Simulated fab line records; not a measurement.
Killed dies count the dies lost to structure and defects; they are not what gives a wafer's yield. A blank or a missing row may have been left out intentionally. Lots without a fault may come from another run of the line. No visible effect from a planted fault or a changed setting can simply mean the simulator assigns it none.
8D (eight disciplines) problem report, filled in by code | flow berkeley cmos170 | the parts of the form that need people (team, actions taken, sign-off) are left out

## 1. THE ISSUE
Wafers without a fault read 319.3 s, standard deviation 0.38; run length s at UCB170_V1_ETCH_14 reads a mean of 289.1 s on 2 wafers belonging to 2 lots. Relative to the usual mean, that is a shift of -79 standard deviations.
The step: etches SiO2 in CHF3/CF4/Ar, stops on Al, target depth 1250 nm, time 291 s.
Seen first at day 11 07:26 on rie diel-04, wafer L997.4. At this step, 42 wafers from 14 lots have a number in the record. Rule for "out" (also "out of limits"): further than 4 standard deviations from the usual mean. The other wafers with a number count as sound.

## 2. WHAT IT IS, AND WHAT IT ISN'T
question                    | is                           | is not
which readings at this step | run length s, oes product au | drypump motor current A, throttle valve pct
which lots                  | L995, L997                   | L102, L104, L981, L983, L985, L986, L987, L988, L992, L993, L998, L999
which wafers of those lots  | L995.5, L997.4               | L995.4, L995.6, L997.1, L997.6
read on which tools         | rie diel-04                  | rie diel-01, rie diel-03
when                        | from day 11 07:26            | up to then (29 sound wafers); but 11 sound wafers of L102, L104, L995, L999 came after

## 3. SUSPECTS, AND WHAT RULES EACH OUT
Counting: if a tool at a process step up to the reading ran every lot that is out, it stays a suspect. Sound lots after the first of them don't rule it out here, since some wafers of a struck lot are sound.
- rie diel-04 at UCB170_V1_ETCH_14 (etches SiO2 in CHF3/CF4/Ar, stops on Al, target depth 1250 nm, time 291 s): kept. It processed each lot that is out (first: L997, day 11 07:26); up to then, its last sound lot is L992 (day 10 06:07). Out on those wafers are its own readings of oes product au, run length s.
- rie diel-04, UCB170_V1_ETCH_14: wafers that are out in chamber 0, sound lot-mates in chambers 1, 3.
Remaining after the count: rie diel-04 at UCB170_V1_ETCH_14.

## 4. THE CAUSE (what the simulator had put in)
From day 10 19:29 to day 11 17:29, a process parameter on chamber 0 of rie diel-04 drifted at UCB170_V1_ETCH_14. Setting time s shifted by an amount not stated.
Counting left only this tool.

## 5. THE EFFECT CHAIN, in route order
Each row: a reading where the mean over the struck wafers with a number is more than 3 standard deviations away from the usual. Readings are gone through only where the record gives a usual standard deviation; hours: the median, over the lots, of the time from a lot's start at the first step in this table giving one to that lot's start at this step; sigmas: the change measured in usual standard deviations.
hours | step               | reading                  | usual      | on struck wafers | change | sigmas
0     | UCB170_V1_ETCH_14  | oes product au           | 0.876 a.u. | 0.988            | +0.112 | +10
0     | UCB170_V1_ETCH_14  | run length s             | 319.3 s    | 289.1            | -30.2  | -79
0     | UCB170_V1_STRIP_15 | strip time to endpoint s | 15.32 s    | 15.98            | +0.66  | +6.8
It contains these process steps:
- UCB170_V1_ETCH_14: etches SiO2 in CHF3/CF4/Ar, stops on Al, target depth 1250 nm, time 291 s.
- UCB170_V1_STRIP_15: strips in O2.
Later steps that measure or inspect, where all struck wafers having a row at the step show a number for every such reading and not one has moved that far: UCB170_M2_CD_MEAS_90, UCB170_V2_BOW_MEAS_03.

## 6. HOW IT WOULD HAVE BEEN CAUGHT EARLIER
In this record the first reading out of limits was taken at day 11 07:26, 12 hours after the fault began at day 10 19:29.
